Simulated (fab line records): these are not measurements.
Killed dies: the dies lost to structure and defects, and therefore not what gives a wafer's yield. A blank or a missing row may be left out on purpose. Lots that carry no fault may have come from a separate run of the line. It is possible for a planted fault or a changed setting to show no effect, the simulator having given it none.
Which of the tools did it? + flow ritCmos + 42 wafers from 14 lots sampled at 2 of the route's 202 steps

## WHAT THE GAUGES READ, wafer by wafer
Not one reading of a measure or inspect step in the record can be checked against a usual standard deviation.

## EACH LOT AND THE TOOL THAT RAN IT (in order: tool; ch and the chambers of the sampled wafers; start)
| lot  | RIT_PSD_STRIP_09                   | RIT_M1_PROBE_99        |
|------|------------------------------------|------------------------|
| L857 | plasmaAsher-04 ch 0,1, day 3 09:11 | -                      |
| L858 | plasmaAsher-04 ch 0, day 3 14:20   | prober-01, day 3 22:31 |
| L860 | plasmaAsher-02 ch 0,1, day 3 19:32 | -                      |
| L861 | plasmaAsher-02 ch 1, day 4 08:14   | prober-02, day 4 16:34 |
| L862 | plasmaAsher-03 ch 0,1, day 4 08:55 | prober-01, day 4 18:07 |
| L865 | plasmaAsher-03 ch 0,1, day 5 00:46 | -                      |
| L866 | plasmaAsher-04 ch 1, day 5 05:42   | -                      |
| L868 | plasmaAsher-04 ch 0,1, day 5 19:19 | -                      |
| L873 | plasmaAsher-04 ch 0,1, day 7 02:28 | prober-02, day 7 10:56 |
| L874 | plasmaAsher-04 ch 0,1, day 7 07:26 | prober-01, day 7 15:26 |
| L877 | plasmaAsher-02 ch 0,1, day 7 22:01 | prober-02, day 8 06:16 |
| L879 | plasmaAsher-02 ch 0,1, day 8 02:56 | prober-01, day 8 11:14 |
| L878 | plasmaAsher-03 ch 0,1, day 8 04:28 | prober-02, day 8 12:44 |
| L880 | plasmaAsher-04 ch 0,1, day 8 08:31 | -                      |
- RIT_PSD_STRIP_09: strips in O2, time 180 s.
- RIT_M1_PROBE_99

## WHAT THE TOOLS THEMSELVES READ (means of the sampled wafers that have a number; where no wafer has one, the mark that the record gives instead)
RIT_PSD_STRIP_09.
| lot  | tool           | chamberPressureMTorr (mTorr) | drypumpMotorCurrentA (A) |
|------|----------------|------------------------------|--------------------------|
| L857 | plasmaAsher-04 | 3997                         | 5.8                      |
| L858 | plasmaAsher-04 | 4001                         | 5.9                      |
| L860 | plasmaAsher-02 | 4002                         | 5.6                      |
| L861 | plasmaAsher-02 | 4002                         | 6.6                      |
| L862 | plasmaAsher-03 | 4004                         | 6.0                      |
| L865 | plasmaAsher-03 | 3999                         | 6.0                      |
| L866 | plasmaAsher-04 | 4002                         | 5.6                      |
| L868 | plasmaAsher-04 | 4003                         | 5.7                      |
| L873 | plasmaAsher-04 | -                            | -                        |
| L874 | plasmaAsher-04 | -                            | -                        |
| L877 | plasmaAsher-02 | 3998                         | 6.1                      |
| L879 | plasmaAsher-02 | 4002                         | 5.6                      |
| L878 | plasmaAsher-03 | 3999                         | 5.8                      |
| L880 | plasmaAsher-04 | 3997                         | 5.7                      |

RIT_M1_PROBE_99.
| lot  | tool      | killedAtContacts | killedAtFrontEnd | killedDies | killedOnRim | killedOpen | killedShort |
|------|-----------|------------------|------------------|------------|-------------|------------|-------------|
| L858 | prober-01 | 0.0              | 3.3              | 3.3        | 1.0         | 2.0        | 1.3         |
| L861 | prober-02 | 0.0              | 5.3              | 5.3        | 1.7         | 2.0        | 3.3         |
| L862 | prober-01 | 0.0              | 7.3              | 7.3        | 2.7         | 3.0        | 4.3         |
| L873 | prober-02 | 0.0              | 264.0            | 264.0      | 70.0        | 2.7        | 2.7         |
| L874 | prober-01 | 0.3              | 263.7            | 264.0      | 70.0        | 3.0        | 3.7         |
| L877 | prober-02 | 0.0              | 8.3              | 8.3        | 3.3         | 4.0        | 4.3         |
| L879 | prober-01 | 0.0              | 6.0              | 6.0        | 1.7         | 2.3        | 3.7         |
| L878 | prober-02 | 0.3              | 9.7              | 10.0       | 1.7         | 4.7        | 5.3         |

## THE ANSWER, worked out from the rows above alone
Rule: the lots themselves supply what counts as usual. Put in order of their means at a reading, lots are off if they are a third of the lots or fewer, leave a main group of 4 or more, and stand apart from it by a gap of 3 or more times the standard deviation of the main group's means; of several such gaps the widest counts. The tables above print the reading to a certain number of digits; a main group whose means all agree to those digits is not used. Also off: a lot with no number at a reading for which 4 or more lots have one. Any other lot the step has rows for is counted as sound. The gauges are gone through in route order, then the tools' own readings, and for those a lot's mean is taken as printed above. At the first step where some lot is off, the reading lying furthest off is the one used; lots without a number count as furthest.
Off, at RIT_PSD_STRIP_09 on chamberPressureMTorr: L873, L874. Without a number there: L873, L874. The main group has a mean of 4000 mTorr with a standard deviation of 2.3.
A tool fits if, at that step or a process step before it, it ran every lot that is off, and no sound lot after the first of them. None of those tried fits.

## WHAT HAD BEEN PUT IN BY THE SIMULATOR
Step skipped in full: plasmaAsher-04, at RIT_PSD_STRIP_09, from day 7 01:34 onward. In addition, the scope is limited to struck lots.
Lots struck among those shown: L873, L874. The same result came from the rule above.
